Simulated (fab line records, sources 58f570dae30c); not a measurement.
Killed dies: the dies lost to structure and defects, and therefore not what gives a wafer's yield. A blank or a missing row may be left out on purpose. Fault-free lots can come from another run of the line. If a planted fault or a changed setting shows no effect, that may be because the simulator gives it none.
fab line records	flow berkeleyCmos170	part 1 of 2: steps 1 to 33 of 43
[record] lots = 5	wafers = 15	lastDay = 11
route steps=331 shown NLDD@170 SPACER@171 PSD@175 NSD@187 BACKSIDE@199 SDANNEAL@204 PLDD@208 SILICIDE@210
lots untouched by any fault: they come from a run of this same line in which no faults occurred
startH: hours from the record's first day to the start of the lot's first wafer shown	waitH: time in hours since the lot's previous step	" as in the row above	L1.1+2: one row covering several wafers at once	- either no value or no given start	* or withheld: withheld	< > ~ a bound
route shown NAME@n: a module of which the file shows steps, and the number in the route of the first	usual: average and standard deviation across the fault-free wafers	same: alike in all rows	chamber/n: place in a boat	sites: the reading at each site	_std_site: how widely they spread, as a standard deviation	_edge_site: the outer-site mean with the inner-site mean subtracted	radiusMm: how far each site lies from the wafer's centre	mask NAME#n: copy n	behind: the most recent tool/chamber to have shaped the wafer	hold: reason for holding the lot/hours on hold/outcome of the hold	device: the n, p or np transistor that did not switch	end of line: the same wafers' tests at the end of the route	where a step has no rows: the recipe by itself	killed: at the first sort, the dies lost to defects and structure; wafer yield is something else	map: a wafer's dies, marking killed ones x, the rest . and places with no die _
set.NAME: the setting the step ran with; set.NAME@STEP: the setting that earlier step ran with	model.NAME: the simulator's own value behind a step, which no gauge read
a table for each step, a row for each wafer; lots at some steps of the route
services: when a tool's chamber went out of use (startH, in hours from the record's first day, below 0 if earlier), for how many hours, and the reason
[[steps]]
[step UCB170_NLDD_CLEAN_12]
[recipe] chemistry = SPM	tempC = 120	timeS = 600
[usual] tempC = 119.99/0.13
[same] timeS = 600
lot.wafer	tool	chamber	startH	waitH	tempC
L076.1	wetBench-01	0	135.44	0.1	120.00
L076.2	"	0	"	"	120.16
L076.4	"	0	"	"	120.06
L079.1	wetBench-02	2	155.08	1.1	119.84
L079.2	"	2	"	"	120.06
L079.4	"	2	"	"	120.10
L085.1	wetBench-01	1	188.31	2.8	119.98
L085.3	"	1	"	"	119.94
L085.6	"	1	"	"	120.00
L090.1	wetBench-01	0	208.80	0.3	120.00
L090.4	"	0	"	"	120.16
L090.6	"	0	"	"	120.17
L091.3	wetBench-01	0	220.16	2.6	120.07
L091.5	"	0	"	"	120.00
L091.6	"	0	"	"	120.16
[step UCB170_SPACER_CVD_00]
[recipe] material = SiO2	targetThkNm = 376	tempC = 390	precursor = TEOS/O2	timeS = 47	rfW = 550	pressureMtorr = 9000
[usual] heaterPowerW = 295/54
[same] timeS = 47
lot.wafer	tool	chamber	startH	waitH	heaterPowerW
L076.1	pecvd-02	1	135.61	0.0	229
L076.2	"	2	"	"	272
L076.4	"	0	"	"	328
L079.1	pecvd-04	0	155.25	0.0	267
L079.2	"	1	"	"	243
L079.4	"	0	"	"	286
L085.1	pecvd-03	1	188.50	0.0	238
L085.3	"	2	"	"	308
L085.6	"	2	"	"	221
L090.1	pecvd-04	1	208.98	0.0	296
L090.4	"	2	"	"	298
L090.6	"	1	"	"	304
L091.3	pecvd-03	2	220.33	0.0	311
L091.5	"	1	"	"	259
L091.6	"	0	"	"	323
[step UCB170_SPACER_THK_MEAS_01]
[recipe] reads = SiO2_of_SPACER_CVD_00
[usual] SPACER_TEOS_THK = 376/5.1
lot.wafer	tool	chamber	startH	waitH	SPACER_TEOS_THK[nm]
L076.1	filmMetro-02	-	135.65	0.0	373
L076.2	"	-	"	"	371
L076.4	"	-	"	"	378
L079.1	filmMetro-01	-	155.30	0.0	370
L079.2	"	-	"	"	369
L079.4	"	-	"	"	381
L085.1	filmMetro-02	-	188.55	0.0	371
L085.3	"	-	"	"	370
L085.6	"	-	"	"	376
L090.1	filmMetro-01	-	209.02	0.0	377
L090.4	"	-	"	"	383
L090.6	"	-	"	"	375
L091.3	filmMetro-04	-	220.40	0.0	370
L091.5	"	-	"	"	375
L091.6	"	-	"	"	372
[step UCB170_SPACER_ANNEAL_02]
[recipe] tempC = 900	timeS = 1800	ambient = N2
[same] timeS = 1800
lot.wafer	tool	chamber	startH	waitH
L076.1+2+4	furnace-04	0	139.60	3.9
L079.1+2+4	furnace-02	0	158.06	2.8
L085.1+3+6	furnace-04	0	188.61	0.1
L090.1+4+6	furnace-02	0	212.16	3.1
L091.3+5+6	furnace-04	0	224.02	3.6
[step UCB170_SPACER_ETCHBACK_03]
[recipe] stopOn = Si	target = SiO2	chemistry = CHF3/CF4/Ar	CHF3_flow_sccm = 50	cf4FlowSccm = 10	Ar_flow_sccm = 120	pressureMtorr = 200	rfW = 500	targetDepthA = 3760	timeS = 100
[usual] drypumpMotorCurrentA = 5.7/0.46	oesProductAu = 0.906/0.015	throttleValvePct = 6.46/0.14
[same] timeS = 100
lot.wafer	tool	chamber	startH	waitH	drypumpMotorCurrentA	oesProductAu	rfHoursCounterH	throttleValvePct
L076.1	rieDiel-01	2	141.10	0.0	5.7	0.901	16	6.60
L076.2	"	3	"	"	4.9	0.896	33	6.41
L076.4	"	1	"	"	5.7	0.912	98	6.41
L079.1	rieDiel-04	1	159.56	0.0	5.3	0.891	8	6.48
L079.2	"	3	"	"	6.4	0.886	114	6.28
L079.4	"	2	"	"	5.2	0.900	26	6.43
L085.1	rieDiel-01	0	190.11	0.0	6.3	0.928	124	6.68
L085.3	"	3	"	"	5.0	0.904	35	6.43
L085.6	"	0	"	"	6.4	0.925	-	6.66
L090.1	rieDiel-03	3	213.66	0.0	5.7	0.922	4	6.57
L090.4	"	3	"	"	5.7	0.928	-	6.54
L090.6	"	1	"	"	5.4	0.893	-	6.52
L091.3	rieDiel-01	0	225.52	0.0	6.3	0.912	126	6.67
L091.5	"	2	"	"	5.7	0.895	-	6.59
L091.6	"	3	"	"	4.9	0.903	-	6.41
[step UCB170_PSD_HMDS_00]
[recipe] primeTimeS = 60	primeTempC = 100
lot.wafer	tool	chamber	startH	waitH
L076.1+2+4	lithoTrack-04	0	141.18	0.1
L079.1+2+4	lithoTrack-04	0	159.63	0.0
L085.1+3+6	lithoTrack-01	0	190.47	0.3
L090.1+4+6	lithoTrack-02	0	214.61	0.9
L091.3+5+6	lithoTrack-01	0	225.64	0.1
[step UCB170_PSD_COAT_01]
[recipe] resist = KrF	spinRpm = 1500	resistThkNm = 900
lot.wafer	tool	chamber	startH	waitH
L076.1+2+4	lithoTrack-04	0	141.33	0.1
L079.1+2+4	lithoTrack-04	0	159.78	0.1
L085.1+3+6	lithoTrack-01	0	190.62	0.1
L090.1+4+6	lithoTrack-02	0	214.76	0.1
L091.3+5+6	lithoTrack-01	0	225.79	0.1
[step UCB170_PSD_SOFTBAKE_02]
[recipe] resist = KrF	tempC = 130	timeS = 60
[same] timeS = 60
lot.wafer	tool	chamber	startH	waitH
L076.1+2+4	lithoTrack-04	0	141.48	0.1
L079.1+2+4	lithoTrack-04	0	159.93	0.1
L085.1+3+6	lithoTrack-01	0	190.77	0.1
L090.1+4+6	lithoTrack-02	0	214.91	0.1
L091.3+5+6	lithoTrack-01	0	225.94	0.1
[step UCB170_PSD_EXPOSE_03]
[recipe] maskId = PSELECT_MOD	na = 0.5	sigmaOuter = 0.6	sourceShape = conventional	targetCdNm = 1200	doseMj = 30
lot.wafer	tool	chamber	startH	waitH	mask
L076.1+2+4	krfScanner-01	0	141.76	0.2	PSELECT_MOD#0
L079.1+2+4	krfScanner-02	0	160.21	0.3	PSELECT_MOD#0
L085.1+3+6	krfScanner-02	0	190.95	0.1	PSELECT_MOD#0
L090.1+4+6	krfScanner-02	0	-	-	PSELECT_MOD#0
L091.3+5+6	krfScanner-01	0	226.08	0.1	PSELECT_MOD#0
[step UCB170_PSD_PEB_04]
[recipe] pebTempC = 130	pebTimeS = withheld	resist = KrF
lot.wafer	tool	chamber	startH	waitH
L076.1+2+4	lithoTrack-02	0	141.88	0.1
L079.1+2+4	lithoTrack-01	0	160.33	0.1
L085.1+3+6	lithoTrack-02	0	191.98	1.0
L090.1+4+6	lithoTrack-04	0	-	-
L091.3+5+6	lithoTrack-02	0	226.52	0.4
[step UCB170_PSD_DEVELOP_05]
[recipe] developer = TMAH	developTimeS = 45	resist = KrF	devTempC = 21
lot.wafer	tool	chamber	startH	waitH
L076.1+2+4	lithoTrack-02	0	-	-
L079.1+2+4	lithoTrack-01	0	-	-
L085.1+3+6	lithoTrack-02	0	-	-
L090.1+4+6	lithoTrack-04	0	-	-
L091.3+5+6	lithoTrack-02	0	-	-
[step UCB170_PSD_CD_MEAS_06]
[recipe] targetCdNm = 1200
[usual] cdNm = 1200.2/1.5
lot.wafer	tool	chamber	startH	waitH	cdNm
L076.1	cdSem-01	-	142.15	-	1199.2
L076.2	"	-	"	"	1200.0
L076.4	"	-	"	"	1199.7
L079.1	cdSem-02	-	160.60	-	1201.2
L079.2	"	-	"	"	1201.7
L079.4	"	-	"	"	1201.4
L085.1	cdSem-01	-	192.25	-	1198.5
L085.3	"	-	"	"	1200.1
L085.6	"	-	"	"	1199.1
L090.1	cdSem-02	-	216.58	-	1197.6
L090.4	"	-	"	"	1198.9
L090.6	"	-	"	"	1199.6
L091.3	cdSem-02	-	226.79	-	1201.4
L091.5	"	-	"	"	1200.1
L091.6	"	-	"	"	1201.2
[step UCB170_PSD_OVL_MEAS_07]
[usual] PSD_OVL = -2/5.8
lot.wafer	tool	chamber	startH	waitH	PSD_OVL[nm]
L076.1	overlay-01	-	142.27	0.1	-6
L076.2	"	-	"	"	-7
L076.4	"	-	"	"	-8
L079.1	overlay-01	-	160.72	0.1	6
L079.2	"	-	"	"	9
L079.4	"	-	"	"	-2
L085.1	overlay-01	-	192.37	0.1	-3
L085.3	"	-	"	"	0
L085.6	"	-	"	"	-9
L090.1	overlay-02	-	216.70	0.1	-1
L090.4	"	-	"	"	-4
L090.6	"	-	"	"	-7
L091.3	overlay-02	-	226.88	0.1	5
L091.5	"	-	"	"	-1
L091.6	"	-	"	"	5
[step UCB170_PSD_IMPLANT_08]
[recipe] species = B	doseCm2 = 3e+15	energyKev = 20	tiltDeg = 7
lot.wafer	tool	chamber	startH	waitH
L076.1+2+4	implanter-01	0	142.31	0.0
L079.1+2+4	implanter-03	0	160.76	0.0
L085.1+3+6	implanter-03	0	192.41	0.0
L090.1+4+6	implanter-01	0	216.73	0.0
L091.3+5+6	implanter-03	0	226.95	0.1
[step UCB170_PSD_STRIP_09]
[recipe] chemistry = O2	powerW = 400	pressureMtorr = 3500	platenTempC = withheld	o2FlowSccm = 400	overashFraction = 0.5
[usual] drypumpMotorCurrentA = 5.6/0.55	oesProductAu = 0.600/0.0047	stripTimeToEndpointS = 29.41/0.071
lot.wafer	tool	chamber	startH	waitH	drypumpMotorCurrentA	oesProductAu	rfHoursCounterH	stripTimeToEndpointS
L076.1	plasmaAsher-03	0	142.46	0.1	5.1	0.597	42	29.40
L076.2	"	1	"	"	5.7	0.600	42	29.53
L076.4	"	0	"	"	5.1	0.599	-	29.52
L079.1	plasmaAsher-02	0	160.91	0.1	5.6	0.609	2	29.35
L079.2	"	1	"	"	6.4	0.598	2	29.37
L079.4	"	1	"	"	6.5	0.598	-	29.32
L085.1	plasmaAsher-03	1	192.56	0.1	5.7	0.594	47	29.37
L085.3	"	0	"	"	5.1	0.600	-	29.49
L085.6	"	1	"	"	5.7	0.603	-	29.47
L090.1	plasmaAsher-02	1	216.88	0.1	6.5	0.593	8	29.36
L090.4	"	0	"	"	5.6	0.599	-	29.38
L090.6	"	0	"	"	5.6	0.595	-	29.38
L091.3	plasmaAsher-02	1	227.09	0.1	6.4	0.603	-	29.32
L091.5	"	1	"	"	6.4	0.607	-	29.50
L091.6	"	0	"	"	5.6	0.607	-	29.41
[step UCB170_PSD_TW_MEAS_10]
[usual] PSD_TW = 2314/19
lot.wafer	tool	chamber	startH	waitH	PSD_TW
L076.1	filmMetro-03	-	142.56	0.1	2339
L076.2	"	-	"	"	2352
L076.4	"	-	"	"	2341
L079.1	filmMetro-03	-	161.01	0.1	2330
L079.2	"	-	"	"	2317
L079.4	"	-	"	"	2323
L085.1	filmMetro-03	-	192.66	0.1	2328
L085.3	"	-	"	"	2324
L085.6	"	-	"	"	2338
L090.1	filmMetro-01	-	216.98	0.1	2322
L090.4	"	-	"	"	2316
L090.6	"	-	"	"	2314
L091.3	filmMetro-02	-	227.17	0.1	2303
L091.5	"	-	"	"	2303
L091.6	"	-	"	"	2293
[step UCB170_PSD_CLEAN_11]
[recipe] chemistry = SPM	tempC = 120	timeS = 600
[usual] tempC = 120.02/0.14
[same] timeS = 600
lot.wafer	tool	chamber	startH	waitH	tempC
L076.1	wetBench-04	1	145.15	2.6	120.17
L076.2	"	1	"	"	119.93
L076.4	"	1	"	"	120.00
L079.1	wetBench-04	1	161.07	0.1	119.81
L079.2	"	1	"	"	120.04
L079.4	"	1	"	"	119.74
L085.1	wetBench-04	0	193.06	0.4	120.06
L085.3	"	0	"	"	119.87
L085.6	"	0	"	"	119.84
L090.1	wetBench-02	3	218.49	1.5	120.00
L090.4	"	3	"	"	119.82
L090.6	"	3	"	"	119.95
L091.3	wetBench-02	0	228.41	1.2	119.83
L091.5	"	0	"	"	119.91
L091.6	"	0	"	"	119.97
[step UCB170_NSD_HMDS_00]
[recipe] primeTimeS = 60	primeTempC = 100
lot.wafer	tool	chamber	startH	waitH
L076.1+2+4	lithoTrack-04	0	145.32	0.0
L079.1+2+4	lithoTrack-03	0	161.32	0.1
L085.1+3+6	lithoTrack-03	0	193.41	0.0
L090.1+4+6	lithoTrack-03	0	219.13	0.5
L091.3+5+6	lithoTrack-02	0	228.65	0.1
[step UCB170_NSD_COAT_01]
[recipe] resist = KrF	spinRpm = 1500	resistThkNm = 900
lot.wafer	tool	chamber	startH	waitH
L076.1+2+4	lithoTrack-04	0	145.47	0.1
L079.1+2+4	lithoTrack-03	0	161.47	0.1
L085.1+3+6	lithoTrack-03	0	193.56	0.1
L090.1+4+6	lithoTrack-03	0	219.28	0.1
L091.3+5+6	lithoTrack-02	0	228.80	0.1
[step UCB170_NSD_SOFTBAKE_02]
[recipe] resist = KrF	tempC = 130	timeS = 60
[same] timeS = 60
lot.wafer	tool	chamber	startH	waitH
L076.1+2+4	lithoTrack-04	0	145.62	0.1
L079.1+2+4	lithoTrack-03	0	161.62	0.1
L085.1+3+6	lithoTrack-03	0	193.71	0.1
L090.1+4+6	lithoTrack-03	0	219.43	0.1
L091.3+5+6	lithoTrack-02	0	228.95	0.1
[step UCB170_NSD_EXPOSE_03]
[recipe] maskId = NSELECT_MOD	na = 0.5	sigmaOuter = 0.6	sourceShape = conventional	targetCdNm = 1200	doseMj = 30
lot.wafer	tool	chamber	startH	waitH	mask
L076.1+2+4	krfScanner-02	0	145.77	0.1	NSELECT_MOD#0
L079.1+2+4	krfScanner-02	0	161.77	0.1	NSELECT_MOD#0
L085.1+3+6	krfScanner-02	0	193.98	0.2	NSELECT_MOD#0
L090.1+4+6	krfScanner-02	0	219.70	0.2	NSELECT_MOD#0
L091.3+5+6	krfScanner-01	0	229.09	0.1	NSELECT_MOD#0
[step UCB170_NSD_PEB_04]
[recipe] pebTempC = 130	pebTimeS = withheld	resist = KrF
lot.wafer	tool	chamber	startH	waitH
L076.1+2+4	lithoTrack-03	0	145.95	0.2
L079.1+2+4	lithoTrack-04	0	162.04	0.3
L085.1+3+6	lithoTrack-03	0	194.10	0.1
L090.1+4+6	lithoTrack-03	0	220.30	0.6
L091.3+5+6	lithoTrack-02	0	229.55	0.4
[step UCB170_NSD_DEVELOP_05]
[recipe] developer = TMAH	developTimeS = 45	resist = KrF	devTempC = 21
lot.wafer	tool	chamber	startH	waitH
L076.1+2+4	lithoTrack-03	0	-	-
L079.1+2+4	lithoTrack-04	0	-	-
L085.1+3+6	lithoTrack-03	0	-	-
L090.1+4+6	lithoTrack-03	0	-	-
L091.3+5+6	lithoTrack-02	0	-	-
[step UCB170_NSD_CD_MEAS_06]
[recipe] targetCdNm = 1200
[usual] cdNm = 1199.7/1.4
lot.wafer	tool	chamber	startH	waitH	cdNm
L076.1	cdSem-02	-	146.22	-	1197.1
L076.2	"	-	"	"	1198.1
L076.4	"	-	"	"	1198.2
L079.1	cdSem-02	-	162.31	-	1199.4
L079.2	"	-	"	"	1199.4
L079.4	"	-	"	"	1199.1
L085.1	cdSem-01	-	194.37	-	1199.9
L085.3	"	-	"	"	1199.7
L085.6	"	-	"	"	1200.6
L090.1	cdSem-02	-	220.58	-	1198.5
L090.4	"	-	"	"	1199.2
L090.6	"	-	"	"	1198.2
L091.3	cdSem-02	-	229.82	-	1200.8
L091.5	"	-	"	"	1198.7
L091.6	"	-	"	"	1200.7
[step UCB170_NSD_OVL_MEAS_07]
[usual] NSD_OVL = -6/5.7
lot.wafer	tool	chamber	startH	waitH	NSD_OVL[nm]
L076.1	overlay-01	-	146.34	0.1	-4
L076.2	"	-	"	"	-6
L076.4	"	-	"	"	5
L079.1	overlay-02	-	162.43	0.1	-3
L079.2	"	-	"	"	2
L079.4	"	-	"	"	0
L085.1	overlay-02	-	194.49	0.1	-8
L085.3	"	-	"	"	-8
L085.6	"	-	"	"	-15
L090.1	overlay-01	-	220.70	0.1	-5
L090.4	"	-	"	"	-10
L090.6	"	-	"	"	-5
L091.3	overlay-02	-	229.91	0.1	-3
L091.5	"	-	"	"	-7
L091.6	"	-	"	"	-16
[step UCB170_NSD_IMPLANT_08]
[recipe] species = P	doseCm2 = 3e+15	energyKev = 40	tiltDeg = 7
lot.wafer	tool	chamber	startH	waitH
L076.1+2+4	implanter-04	0	146.38	0.0
L079.1+2+4	implanter-04	0	162.47	0.0
L085.1+3+6	implanter-03	0	194.53	0.0
L090.1+4+6	implanter-04	0	220.73	0.0
L091.3+5+6	implanter-04	0	229.98	0.1
[step UCB170_NSD_STRIP_09]
[recipe] chemistry = O2	powerW = 400	pressureMtorr = 3500	platenTempC = withheld	o2FlowSccm = 400	overashFraction = 0.5
[usual] drypumpMotorCurrentA = 5.6/0.7	oesProductAu = 0.534/0.0048	stripTimeToEndpointS = 35.85/0.068
lot.wafer	tool	chamber	startH	waitH	drypumpMotorCurrentA	oesProductAu	rfHoursCounterH	stripTimeToEndpointS
L076.1	plasmaAsher-01	0	146.53	0.1	5.9	0.534	38	35.90
L076.2	"	1	"	"	4.7	0.537	38	36.01
L076.4	"	0	"	"	5.9	0.536	-	35.88
L079.1	plasmaAsher-04	0	162.62	0.1	6.5	0.532	48	35.86
L079.2	"	1	"	"	6.5	0.538	48	35.86
L079.4	"	1	"	"	6.5	0.534	-	35.78
L085.1	plasmaAsher-01	0	194.68	0.1	5.9	0.533	43	35.86
L085.3	"	1	"	"	4.7	0.538	-	35.88
L085.6	"	1	"	"	4.7	0.530	-	35.90
L090.1	plasmaAsher-01	0	220.88	0.1	5.9	0.531	46	35.89
L090.4	"	0	"	"	5.9	0.525	-	35.86
L090.6	"	0	"	"	5.9	0.535	-	35.81
L091.3	plasmaAsher-01	1	230.12	0.1	4.7	0.534	-	35.90
L091.5	"	1	"	"	4.7	0.534	-	35.86
L091.6	"	0	"	"	5.9	0.526	-	35.80
[step UCB170_NSD_TW_MEAS_10]
[usual] NSD_TW = 4161/33
lot.wafer	tool	chamber	startH	waitH	NSD_TW
L076.1	filmMetro-02	-	146.63	0.1	4117
L076.2	"	-	"	"	4123
L076.4	"	-	"	"	4108
L079.1	filmMetro-02	-	162.72	0.1	4124
L079.2	"	-	"	"	4132
L079.4	"	-	"	"	4119
L085.1	filmMetro-03	-	194.78	0.1	4206
L085.3	"	-	"	"	4199
L085.6	"	-	"	"	4187
L090.1	filmMetro-01	-	220.98	0.1	4136
L090.4	"	-	"	"	4133
L090.6	"	-	"	"	4156
L091.3	filmMetro-01	-	230.20	0.1	4155
L091.5	"	-	"	"	4166
L091.6	"	-	"	"	4162
[step UCB170_NSD_CLEAN_11]
[recipe] chemistry = SPM	tempC = 120	timeS = 600
[usual] tempC = 119.98/0.13
[same] timeS = 600
lot.wafer	tool	chamber	startH	waitH	tempC
L076.1	wetBench-01	1	146.69	0.1	119.93
L076.2	"	1	"	"	120.00
L076.4	"	1	"	"	120.02
L079.1	wetBench-01	2	162.78	0.1	119.97
L079.2	"	2	"	"	120.05
L079.4	"	2	"	"	119.86
L085.1	wetBench-04	0	194.84	0.1	119.89
L085.3	"	0	"	"	119.72
L085.6	"	0	"	"	119.97
L090.1	wetBench-01	3	221.04	0.1	120.04
L090.4	"	3	"	"	119.94
L090.6	"	3	"	"	120.02
L091.3	wetBench-04	2	230.24	0.0	119.92
L091.5	"	2	"	"	119.97
L091.6	"	2	"	"	120.00
[step UCB170_BACKSIDE_HMDS_00]
[recipe] primeTimeS = 60	primeTempC = 100
lot.wafer	tool	chamber	startH	waitH
L076.1+2+4	lithoTrack-01	0	146.88	0.0
L079.1+2+4	lithoTrack-01	0	162.97	0.0
L085.1+3+6	lithoTrack-01	0	195.07	0.1
L090.1+4+6	lithoTrack-04	0	221.34	0.1
L091.3+5+6	lithoTrack-03	0	230.55	0.1
[step UCB170_BACKSIDE_COAT_01]
[recipe] resist = KrF	spinRpm = 1500	resistThkNm = 900
lot.wafer	tool	chamber	startH	waitH
L076.1+2+4	lithoTrack-01	0	147.03	0.1
L079.1+2+4	lithoTrack-01	0	163.12	0.1
L085.1+3+6	lithoTrack-01	0	195.22	0.1
L090.1+4+6	lithoTrack-04	0	221.49	0.1
L091.3+5+6	lithoTrack-03	0	230.70	0.1
[step UCB170_BACKSIDE_SOFTBAKE_02]
[recipe] resist = KrF	tempC = 130	timeS = 60
[same] timeS = 60
lot.wafer	tool	chamber	startH	waitH
L076.1+2+4	lithoTrack-01	0	147.18	0.1
L079.1+2+4	lithoTrack-01	0	163.27	0.1
L085.1+3+6	lithoTrack-01	0	195.37	0.1
L090.1+4+6	lithoTrack-04	0	221.64	0.1
L091.3+5+6	lithoTrack-03	0	230.85	0.1
[step UCB170_BACKSIDE_STRIP_03]
[recipe] chemistry = O2	powerW = 400	pressureMtorr = 3500	platenTempC = withheld	o2FlowSccm = 400	overashFraction = 0.5
[usual] drypumpMotorCurrentA = 6.0/0.57	oesProductAu = 0.734/0.0046	stripTimeToEndpointS = 22.01/0.061
lot.wafer	tool	chamber	startH	waitH	drypumpMotorCurrentA	oesProductAu	rfHoursCounterH	stripTimeToEndpointS
L076.1	plasmaAsher-04	1	147.33	0.1	6.5	0.729	47	22.02
L076.2	"	0	"	"	6.5	0.725	47	21.98
L076.4	"	0	"	"	6.5	0.732	-	21.99
L079.1	plasmaAsher-04	0	163.42	0.1	6.5	0.728	49	21.96
L079.2	"	1	"	"	6.5	0.739	49	22.00
L079.4	"	1	"	"	6.5	0.737	-	22.03
L085.1	plasmaAsher-03	0	195.52	0.1	5.1	0.737	47	21.91
L085.3	"	1	"	"	5.7	0.729	-	22.00
L085.6	"	0	"	"	5.1	0.738	-	21.94
L090.1	plasmaAsher-04	1	221.79	0.1	6.6	0.735	55	22.07
L090.4	"	1	"	"	6.6	0.734	-	21.95
L090.6	"	0	"	"	6.5	0.737	-	22.04
L091.3	plasmaAsher-03	1	230.98	0.1	5.7	0.731	-	21.92
L091.5	"	0	"	"	5.1	0.737	-	21.95
L091.6	"	1	"	"	5.7	0.728	-	21.95
